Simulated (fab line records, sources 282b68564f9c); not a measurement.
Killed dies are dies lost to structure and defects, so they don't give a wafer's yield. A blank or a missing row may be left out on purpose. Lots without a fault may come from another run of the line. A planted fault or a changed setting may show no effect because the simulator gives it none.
fab line records | flow rit_cmos
record lots=14 wafers=42 last_day=7
route steps=202 shown FOX2@24 PWELL@45 PRETRO@72 M1@202
lots that met no fault: from a run of the same line without faults
start_h: hours from the record's first day to the start of the lot's first wafer shown | wait_h: hours since the lot's step before | " the same as in the row above | L1.1+2: a row that stands for several wafers | - no value, or no start given | * or withheld: withheld | < > ~ a bound
route shown NAME@n: a module of which the file shows steps, and the number in the route of the first | usual: mean/standard deviation of fault-free wafers | same: alike in all rows | chamber/n: place in a boat | sites: the reading at each site | _std_site: their standard deviation | _edge_site: outer sites' mean less inner sites' | radius_mm: how far each site lies from the wafer's centre | mask NAME#n: copy n | behind: the tool/chamber that last shaped the wafer | hold: why the lot was held/for how many hours/how that ended | device: the transistor (n, p or np) that didn't switch | end of line: the same wafers' tests at the end of the route | a step without rows: its recipe alone | killed: dies lost to structure and defects at the first sort, not the wafer's yield | map: a wafer's dies, x killed, . not, _ none there
set.NAME: the setting as run; set.NAME@STEP: as run at that earlier step | model.NAME: the simulator's own value behind a step, which no gauge read
steps of the route over a sample of lots; a table a step, a row a wafer
services: from which hour (start_h, from the record's first day; less than 0 if before it) a tool's chamber was out of use, for how many hours, and why
## steps
# step RIT_FOX2_THK_MEAS_01
# recipe reads=SiO2_of_FOX2_OXIDATION_00
# usual FOX2_OXIDE_THK=351/7.5
# columns lot.wafer tool chamber start_h wait_h FOX2_OXIDE_THK[nm]
L530.4 film_metro-02 - 19.70 0.0 351
L530.5 " - " " 347
L530.6 " - " " 345
L532.4 film_metro-04 - 29.83 0.0 364
L532.5 " - " " 361
L532.6 " - " " 359
L534.2 film_metro-02 - 39.01 0.0 357
L534.3 " - " " 348
L534.6 " - " " 350
L535.2 film_metro-04 - 44.58 0.0 363
L535.4 " - " " 361
L535.6 " - " " 360
L536.3 film_metro-01 - 49.95 0.0 356
L536.5 " - " " 358
L536.6 " - " " 356
L537.2 film_metro-04 - 54.87 0.0 361
L537.4 " - " " 366
L537.6 " - " " 362
L539.3 film_metro-01 - 63.63 0.0 354
L539.5 " - " " 353
L539.6 " - " " 352
L542.2 film_metro-04 - 78.79 0.0 356
L542.3 " - " " 352
L542.6 " - " " 353
L543.2 film_metro-01 - 85.46 0.0 355
L543.3 " - " " 357
L543.4 " - " " 355
L544.1 film_metro-01 - 89.14 0.0 353
L544.5 " - " " 360
L544.6 " - " " 353
L545.1 film_metro-04 - 94.55 0.0 348
L545.2 " - " " 353
L545.5 " - " " 348
L547.1 film_metro-02 - 105.22 0.0 346
L547.3 " - " " 343
L547.4 " - " " 348
L551.4 film_metro-02 - 123.73 0.0 365
L551.5 " - " " 362
L551.6 " - " " 367
L553.3 film_metro-01 - 133.47 0.0 354
L553.4 " - " " 362
L553.6 " - " " 359
# step RIT_FOX2_THK_MEAS_90
# recipe reads=SiO2_of_FOX2_OXIDATION_00
# usual FIELD_OXIDE_LEFT_1_THK=324/7.5
# columns lot.wafer tool chamber start_h wait_h FIELD_OXIDE_LEFT_1_THK[nm]
L530.4 film_metro-01 - 20.58 0.0 323
L530.5 " - " " 319
L530.6 " - " " 317
L532.4 film_metro-04 - 30.71 0.0 336
L532.5 " - " " 333
L532.6 " - " " 331
L534.2 film_metro-01 - 39.89 0.0 329
L534.3 " - " " 320
L534.6 " - " " 323
L535.2 film_metro-01 - 45.46 0.0 336
L535.4 " - " " 334
L535.6 " - " " 333
L536.3 film_metro-01 - 50.82 0.0 329
L536.5 " - " " 330
L536.6 " - " " 329
L537.2 film_metro-01 - 55.74 0.0 333
L537.4 " - " " 339
L537.6 " - " " 335
L539.3 film_metro-01 - 64.58 0.0 327
L539.5 " - " " 325
L539.6 " - " " 325
L542.2 film_metro-04 - 79.74 0.0 329
L542.3 " - " " 325
L542.6 " - " " 326
L543.2 film_metro-04 - 86.41 0.0 327
L543.3 " - " " 329
L543.4 " - " " 328
L544.1 film_metro-02 - 90.09 0.0 325
L544.5 " - " " 332
L544.6 " - " " 326
L545.1 film_metro-04 - 95.58 0.0 321
L545.2 " - " " 326
L545.5 " - " " 321
L547.1 film_metro-02 - 106.10 0.0 319
L547.3 " - " " 316
L547.4 " - " " 320
L551.4 film_metro-04 - 124.61 0.0 338
L551.5 " - " " 334
L551.6 " - " " 340
L553.3 film_metro-04 - 134.42 0.0 326
L553.4 " - " " 335
L553.6 " - " " 332
# step RIT_PWELL_OVL_MEAS_06
# usual PWELL_OVL=-0.6/1.1
# columns lot.wafer tool chamber start_h wait_h PWELL_OVL[nm]
L530.4 overlay-01 - 23.30 - -0.6
L530.5 " - " " -0.6
L530.6 " - " " 0.9
L532.4 overlay-01 - 33.26 - -1.4
L532.5 " - " " 0.1
L532.6 " - " " 0.4
L534.2 overlay-01 - 42.65 - 0.1
L534.3 " - " " -0.8
L534.6 " - " " -1.0
L535.2 overlay-02 - 47.95 - 0.3
L535.4 " - " " -0.4
L535.6 " - " " 0.1
L536.3 overlay-01 - 53.43 - -3.3
L536.5 " - " " 1.2
L536.6 " - " " -2.1
L537.2 overlay-02 - 58.60 - -1.1
L537.4 " - " " -0.6
L537.6 " - " " -0.6
L539.3 overlay-02 - 67.31 - 1.3
L539.5 " - " " 0.3
L539.6 " - " " -0.2
L542.2 overlay-01 - 82.51 - -0.6
L542.3 " - " " 0.6
L542.6 " - " " 1.1
L543.2 overlay-01 - 88.89 - -0.7
L543.3 " - " " -0.9
L543.4 " - " " -1.0
L544.1 overlay-02 - 92.58 - -0.3
L544.5 " - " " -1.9
L544.6 " - " " -3.5
L545.1 overlay-01 - 98.27 - -0.4
L545.2 " - " " -1.5
L545.5 " - " " -0.4
L547.1 overlay-01 - 108.71 - 0.4
L547.3 " - " " -1.0
L547.4 " - " " -0.9
L551.4 overlay-02 - 127.21 - -1.3
L551.5 " - " " -0.8
L551.6 " - " " 0.9
L553.3 overlay-02 - 137.34 - 0.4
L553.4 " - " " -1.9
L553.6 " - " " -0.8
# step RIT_PRETRO_IMPLANT_08
# recipe species=B energy_kev=45 dose_cm2=1.2e+13 tilt_deg=7
# usual dose_ions_cm2=1.2002e+13/1.4e+10 faraday_current_uA=38.1/0.79
# columns lot.wafer tool chamber start_h wait_h dose_ions_cm2 faraday_current_uA
L530.4 implanter-01 0 32.31 0.2 1.2008e+13 37.6
L530.5 " 0 " " 1.2004e+13 38.3
L530.6 " 0 " " 1.1996e+13 37.6
L532.4 implanter-03 0 42.38 0.2 1.2009e+13 39.4
L532.5 " 0 " " 1.2008e+13 37.0
L532.6 " 0 " " 1.2011e+13 37.3
L534.2 implanter-03 0 51.91 0.2 1.198e+13 39.1
L534.3 " 0 " " 1.2006e+13 38.7
L534.6 " 0 " " 1.1998e+13 38.1
L535.2 implanter-03 0 56.94 0.2 1.201e+13 37.0
L535.4 " 0 " " 1.2017e+13 39.5
L535.6 " 0 " " 1.2013e+13 39.3
L536.3 implanter-03 0 62.59 0.2 1.201e+13 37.4
L536.5 " 0 " " 1.2004e+13 38.4
L536.6 " 0 " " 1.2001e+13 38.2
L537.2 implanter-04 0 67.92 0.2 1.1991e+13 37.2
L537.4 " 0 " " 1.1991e+13 37.8
L537.6 " 0 " " 1.201e+13 38.7
L539.3 implanter-03 0 76.33 0.2 7.683e+12 24.4
L539.5 " 0 " " 7.701e+12 25.2
L539.6 " 0 " " 7.684e+12 24.3
L542.2 implanter-03 0 91.46 0.2 7.65e+12 24.2
L542.3 " 0 " " 7.66e+12 24.4
L542.6 " 0 " " 7.679e+12 24.6
L543.2 implanter-01 0 97.68 0.2 1.2009e+13 37.6
L543.3 " 0 " " 1.2026e+13 38.6
L543.4 " 0 " " 1.2014e+13 37.4
L544.1 implanter-04 0 101.60 0.2 1.2006e+13 38.6
L544.5 " 0 " " 1.1987e+13 37.6
L544.6 " 0 " " 1.1997e+13 38.1
L545.1 implanter-01 0 109.05 0.2 1.2009e+13 39.2
L545.2 " 0 " " 1.1993e+13 37.8
L545.5 " 0 " " 1.2037e+13 39.2
L547.1 implanter-01 0 118.13 0.2 1.2001e+13 37.1
L547.3 " 0 " " 1.2019e+13 38.3
L547.4 " 0 " " 1.2009e+13 39.5
L551.4 implanter-04 0 136.40 0.2 1.1999e+13 38.5
L551.5 " 0 " " 1.2005e+13 37.6
L551.6 " 0 " " 1.2e+13 37.4
L553.3 implanter-01 0 146.25 0.2 1.1997e+13 37.4
L553.4 " 0 " " 1.2001e+13 39.7
L553.6 " 0 " " 1.1993e+13 38.7
# step RIT_PRETRO_TW_MEAS_10
# usual PRETRO_TW=471/3.3
# columns lot.wafer tool chamber start_h wait_h PRETRO_TW
L530.4 film_metro-03 - 32.59 0.1 466
L530.5 " - " " 463
L530.6 " - " " 466
L532.4 film_metro-01 - 42.66 0.1 473
L532.5 " - " " 473
L532.6 " - " " 473
L534.2 film_metro-01 - 52.22 0.1 475
L534.3 " - " " 474
L534.6 " - " " 473
L535.2 film_metro-01 - 57.25 0.1 471
L535.4 " - " " 473
L535.6 " - " " 471
L536.3 film_metro-01 - 62.88 0.1 472
L536.5 " - " " 472
L536.6 " - " " 473
L537.2 film_metro-02 - 68.23 0.1 472
L537.4 " - " " 474
L537.6 " - " " 472
L539.3 film_metro-02 - 76.63 0.1 411
L539.5 " - " " 409
L539.6 " - " " 411
L542.2 film_metro-02 - 91.77 0.1 411
L542.3 " - " " 413
L542.6 " - " " 411
L543.2 film_metro-02 - 97.99 0.1 468
L543.3 " - " " 471
L543.4 " - " " 468
L544.1 film_metro-01 - 101.92 0.1 471
L544.5 " - " " 473
L544.6 " - " " 474
L545.1 film_metro-02 - 109.50 0.1 474
L545.2 " - " " 470
L545.5 " - " " 470
L547.1 film_metro-03 - 118.46 0.1 464
L547.3 " - " " 467
L547.4 " - " " 467
L551.4 film_metro-02 - 136.68 0.1 471
L551.5 " - " " 473
L551.6 " - " " 475
L553.3 film_metro-02 - 146.54 0.1 475
L553.4 " - " " 472
L553.6 " - " " 474
# step RIT_M1_PROBE_99
# usual killed_at_M0_to_M3=0.0/0.16 killed_at_contacts=0.0/0.18 killed_at_front_end=7/3.1 killed_dies=7/3.1 killed_open=3.5/2.1 killed_short=3.5/2
# same gross_dies=264 killed_at_M4_up=0 killed_at_back_side=0 killed_at_other=0
# columns lot.wafer tool chamber start_h wait_h killed_at_M0_to_M3 killed_at_contacts killed_at_front_end killed_dies killed_open killed_short
L530.4 prober-01 - 58.57 0.2 0 0 5 5 1 3
L530.5 prober-01 - 58.62 0.2 0 0 11 11 5 5
L530.6 prober-01 - 58.67 0.2 0 0 6 6 3 2
L532.4 prober-01 - 70.79 0.2 0 0 6 6 3 3
L532.5 prober-01 - 70.84 0.2 0 0 10 10 6 4
L532.6 prober-01 - 70.89 0.2 0 1 7 8 3 5
L534.2 prober-01 - 78.62 0.1 0 0 9 9 6 3
L534.3 prober-01 - 78.67 0.2 0 0 6 6 2 4
L534.6 prober-01 - 78.82 0.2 0 0 6 6 2 4
L535.2 prober-02 - 84.31 0.1 0 0 7 7 4 3
L535.4 prober-02 - 84.41 0.2 0 0 7 7 5 2
L535.6 prober-02 - 84.51 0.2 0 0 9 9 6 3
L536.3 prober-01 - 89.15 0.2 1 0 10 11 4 6
L536.5 prober-01 - 89.25 0.2 0 0 6 6 4 2
L536.6 prober-01 - 89.30 0.2 1 0 5 6 1 4
L537.2 prober-02 - 95.31 0.1 0 0 8 8 2 6
L537.4 prober-02 - 95.41 0.2 0 0 5 5 2 3
L537.6 prober-02 - 95.51 0.2 0 0 3 3 0 3
L539.3 prober-02 - 104.12 0.2 0 0 4 4 2 2
L539.5 prober-02 - 104.22 0.2 0 0 9 9 2 6
L539.6 prober-02 - 104.27 0.2 0 0 7 7 3 4
L542.2 prober-01 - 118.15 0.1 0 0 2 2 2 0
L542.3 prober-01 - 118.20 0.2 0 0 8 8 6 2
L542.6 prober-01 - 118.35 0.2 0 0 7 7 2 5
L543.2 prober-02 - 124.82 0.1 0 0 6 6 2 4
L543.3 prober-02 - 124.87 0.2 0 0 9 9 7 2
L543.4 prober-02 - 124.92 0.2 0 0 9 9 4 5
L544.1 prober-01 - 129.84 0.1 0 0 4 4 2 2
L544.5 prober-01 - 130.04 0.2 0 0 8 8 3 5
L544.6 prober-01 - 130.09 0.2 0 0 7 7 3 4
L545.1 prober-02 - 136.43 0.1 0 0 5 5 0 5
L545.2 prober-02 - 136.48 0.1 0 1 10 11 4 7
L545.5 prober-02 - 136.63 0.2 0 0 10 10 7 3
L547.1 prober-02 - 143.67 0.1 0 0 4 4 1 3
L547.3 prober-02 - 143.77 0.2 0 0 12 12 5 7
L547.4 prober-02 - 143.82 0.2 0 0 10 10 7 3
L551.4 prober-02 - 164.37 0.2 0 0 6 6 3 3
L551.5 prober-02 - 164.42 0.2 0 0 6 6 1 3
L551.6 prober-02 - 164.47 0.2 0 0 4 4 2 2
L553.3 prober-01 - 175.19 0.2 0 0 5 5 2 3
L553.4 prober-01 - 175.24 0.2 0 0 6 6 3 3
L553.6 prober-01 - 175.34 0.2 0 0 11 11 6 5
# killed by level:class
L530.4 SPACER:geometric_particle:short=2 GATE:geometric_particle:open=1 GATE:geometric_particle:short=1 PRETRO:coat_microbubble_printed=1
L530.5 FOX1:geometric_particle:open=2 GATE:geometric_particle:open=2 FOX1:geometric_particle:short=1 FOX2:geometric_particle:short=1 FOX2:geometric_particle:open=1 GATE:geometric_particle:short=1 SPACER:geometric_particle:short=1 SILICIDE:geometric_particle:short=1
L530.6 REOX:geometric_particle:short=2 FOX2:geometric_particle:open=1 GATE:geometric_particle:open=1 REOX:geometric_particle:open=1 PRETRO:coat_microbubble_printed=1
L532.4 REOX:geometric_particle:short=2 FOX1:geometric_particle:short=1 FOX1:geometric_particle:open=1 FOX2:geometric_particle:open=1 SPACER:geometric_particle:open=1
L532.5 GATE:geometric_particle:short=3 GATE:geometric_particle:open=3 FOX1:geometric_particle:open=2 FOX1:geometric_particle:short=1 REOX:geometric_particle:open=1
L532.6 REOX:geometric_particle:short=2 FOX1:geometric_particle:short=1 GATE:geometric_particle:open=1 REOX:geometric_particle:open=1 SILICIDE:geometric_particle:short=1 SILICIDE:geometric_particle:open=1 CONTACT:geometric_particle:short=1
L534.2 REOX:geometric_particle:open=2 FOX1:geometric_particle:short=1 FOX1:geometric_particle:open=1 FOX2:geometric_particle:open=1 GATE:geometric_particle:short=1 GATE:geometric_particle:open=1 REOX:geometric_particle:short=1 SILICIDE:geometric_particle:open=1
L534.3 FOX2:geometric_particle:short=3 GATE:geometric_particle:open=2 SPACER:geometric_particle:short=1
L534.6 GATE:geometric_particle:open=2 GATE:geometric_particle:short=2 REOX:geometric_particle:short=2
L535.2 FOX1:geometric_particle:open=2 GATE:geometric_particle:short=2 GATE:geometric_particle:open=1 SPACER:geometric_particle:short=1 SPACER:geometric_particle:open=1
L535.4 GATE:geometric_particle:open=2 SPACER:geometric_particle:open=2 REOX:geometric_particle:short=1 REOX:geometric_particle:open=1 SPACER:geometric_particle:short=1
L535.6 SPACER:geometric_particle:open=2 FOX1:geometric_particle:open=1 FOX2:geometric_particle:short=1 GATE:geometric_particle:short=1 GATE:geometric_particle:open=1 REOX:geometric_particle:open=1 REOX:geometric_particle:short=1 SILICIDE:geometric_particle:open=1
L536.3 FOX1:geometric_particle:short=2 FOX1:geometric_particle:open=2 GATE:geometric_particle:short=2 REOX:geometric_particle:short=2 FOX2:geometric_particle:open=1 REOX:geometric_particle:open=1 M1:coat_microbubble_printed=1
L536.5 SPACER:geometric_particle:open=2 FOX1:geometric_particle:open=1 FOX2:geometric_particle:open=1 REOX:geometric_particle:short=1 SILICIDE:geometric_particle:short=1
L536.6 GATE:geometric_particle:short=3 FOX1:geometric_particle:short=1 REOX:geometric_particle:open=1 M1:coat_microbubble_printed=1
L537.2 GATE:geometric_particle:short=4 GATE:geometric_particle:open=1 REOX:geometric_particle:open=1 REOX:geometric_particle:short=1 SILICIDE:geometric_particle:short=1
L537.4 GATE:geometric_particle:short=3 GATE:geometric_particle:open=1 REOX:geometric_particle:open=1
L537.6 FOX1:geometric_particle:short=2 REOX:geometric_particle:short=1
L539.3 FOX2:geometric_particle:short=1 FOX2:geometric_particle:open=1 SPACER:geometric_particle:short=1 SPACER:geometric_particle:open=1
L539.5 GATE:geometric_particle:short=4 FOX2:geometric_particle:short=1 GATE:geometric_particle:open=1 REOX:geometric_particle:short=1 SPACER:geometric_particle:open=1 PLDD:coat_microbubble_printed=1
L539.6 GATE:geometric_particle:short=2 FOX1:geometric_particle:open=1 FOX2:geometric_particle:short=1 FOX2:geometric_particle:open=1 GATE:geometric_particle:open=1 SILICIDE:geometric_particle:short=1
L542.2 REOX:geometric_particle:open=1 SILICIDE:geometric_particle:open=1
L542.3 REOX:geometric_particle:open=3 SILICIDE:geometric_particle:open=3 REOX:geometric_particle:short=1 SILICIDE:geometric_particle:short=1
L542.6 SPACER:geometric_particle:short=2 SILICIDE:geometric_particle:short=2 REOX:geometric_particle:open=1 REOX:geometric_particle:short=1 SILICIDE:geometric_particle:open=1
L543.2 SILICIDE:geometric_particle:short=2 FOX2:geometric_particle:short=1 FOX2:geometric_particle:open=1 SPACER:geometric_particle:short=1 SPACER:geometric_particle:open=1
L543.3 SILICIDE:geometric_particle:open=5 GATE:geometric_particle:open=2 GATE:geometric_particle:short=2
L543.4 FOX2:geometric_particle:short=2 GATE:geometric_particle:short=2 FOX1:geometric_particle:open=1 FOX1:geometric_particle:short=1 GATE:geometric_particle:open=1 REOX:geometric_particle:open=1 SILICIDE:geometric_particle:open=1
L544.1 GATE:geometric_particle:short=2 FOX1:geometric_particle:open=1 GATE:geometric_particle:open=1
L544.5 FOX1:geometric_particle:short=2 GATE:geometric_particle:short=2 FOX1:geometric_particle:open=1 FOX2:geometric_particle:open=1 GATE:geometric_particle:open=1 SILICIDE:geometric_particle:short=1
L544.6 GATE:geometric_particle:open=2 FOX1:geometric_particle:short=1 FOX2:geometric_particle:short=1 GATE:geometric_particle:short=1 REOX:geometric_particle:open=1 SILICIDE:geometric_particle:short=1
L545.1 FOX1:geometric_particle:short=2 GATE:geometric_particle:short=2 SILICIDE:geometric_particle:short=1
L545.2 GATE:geometric_particle:short=4 GATE:geometric_particle:open=3 FOX2:geometric_particle:short=1 SPACER:geometric_particle:open=1 SPACER:geometric_particle:short=1 CONTACT:geometric_particle:short=1
L545.5 GATE:geometric_particle:open=5 GATE:geometric_particle:short=3 FOX2:geometric_particle:open=1 SILICIDE:geometric_particle:open=1
L547.1 FOX1:geometric_particle:short=1 FOX1:geometric_particle:open=1 SPACER:geometric_particle:short=1 SILICIDE:geometric_particle:short=1
L547.3 SILICIDE:geometric_particle:short=4 FOX2:geometric_particle:open=2 SPACER:geometric_particle:short=2 FOX1:geometric_particle:open=1 GATE:geometric_particle:short=1 SPACER:geometric_particle:open=1 SILICIDE:geometric_particle:open=1
L547.4 GATE:geometric_particle:open=3 SPACER:geometric_particle:open=2 SILICIDE:geometric_particle:open=2 GATE:geometric_particle:short=1 SPACER:geometric_particle:short=1 SILICIDE:geometric_particle:short=1
L551.4 GATE:geometric_particle:open=1 GATE:geometric_particle:short=1 SPACER:geometric_particle:short=1 SPACER:geometric_particle:open=1 SILICIDE:geometric_particle:short=1 SILICIDE:geometric_particle:open=1
L551.5 NLDD:coat_microbubble_printed=2 FOX1:geometric_particle:short=1 GATE:geometric_particle:short=1 SPACER:geometric_particle:short=1 SPACER:geometric_particle:open=1
L551.6 REOX:geometric_particle:short=2 GATE:geometric_particle:open=1 SPACER:geometric_particle:open=1
L553.3 GATE:geometric_particle:short=2 GATE:geometric_particle:open=2 REOX:geometric_particle:short=1
L553.4 FOX2:geometric_particle:short=2 GATE:geometric_particle:short=1 GATE:geometric_particle:open=1 REOX:geometric_particle:open=1 SPACER:geometric_particle:open=1
L553.6 GATE:geometric_particle:open=4 GATE:geometric_particle:short=2 ACTIVE:geometric_particle:short=1 FOX2:geometric_particle:open=1 REOX:geometric_particle:short=1 REOX:geometric_particle:open=1 SILICIDE:geometric_particle:short=1
## services
# columns tool chamber start_h hours kind
implanter-03 - 15.39 3.6 pm
implanter-03 - 23.39 1.4 repair
implanter-04 - 85.60 4.5 pm
implanter-03 - 134.20 4.9 pm
## key
first_sign step=RIT_PRETRO_IMPLANT_08 reading=dose_ions_cm2 direction=down sigmas=99+ usual=1.2002e+13 struck=7.676e+12
effect step=RIT_PRETRO_IMPLANT_08 reading=faraday_current_uA direction=down sigmas=17 usual=38.1 struck=24.5
effect step=RIT_PRETRO_TW_MEAS_10 reading=PRETRO_TW direction=down sigmas=18 usual=471 struck=411
met_at RIT_PRETRO_IMPLANT_08
struck_lots L539,L542
tester_left_out L539,L542
not_acting_at RIT_FOX2_THK_MEAS_01,RIT_FOX2_THK_MEAS_90,RIT_PWELL_OVL_MEAS_06
onset_between 62.59 76.33
fault kind=process_parameter_drift tool=implanter-03 chamber=- onset_h=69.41 steps=RIT_PRETRO_IMPLANT_08 channel=dose_cm2 offset=-4.3251e+12 shape=step end_h=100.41 acts_in=these_recipes_only stated=1.2e+13
# tester_left_out: of these lots the tester's yield and bins aren't shown, on N5 and GAA mostly nor the transistor test; their killed dies are dies lost to structure and defects alone, not to doping, threshold or leakage, so they don't give the yield
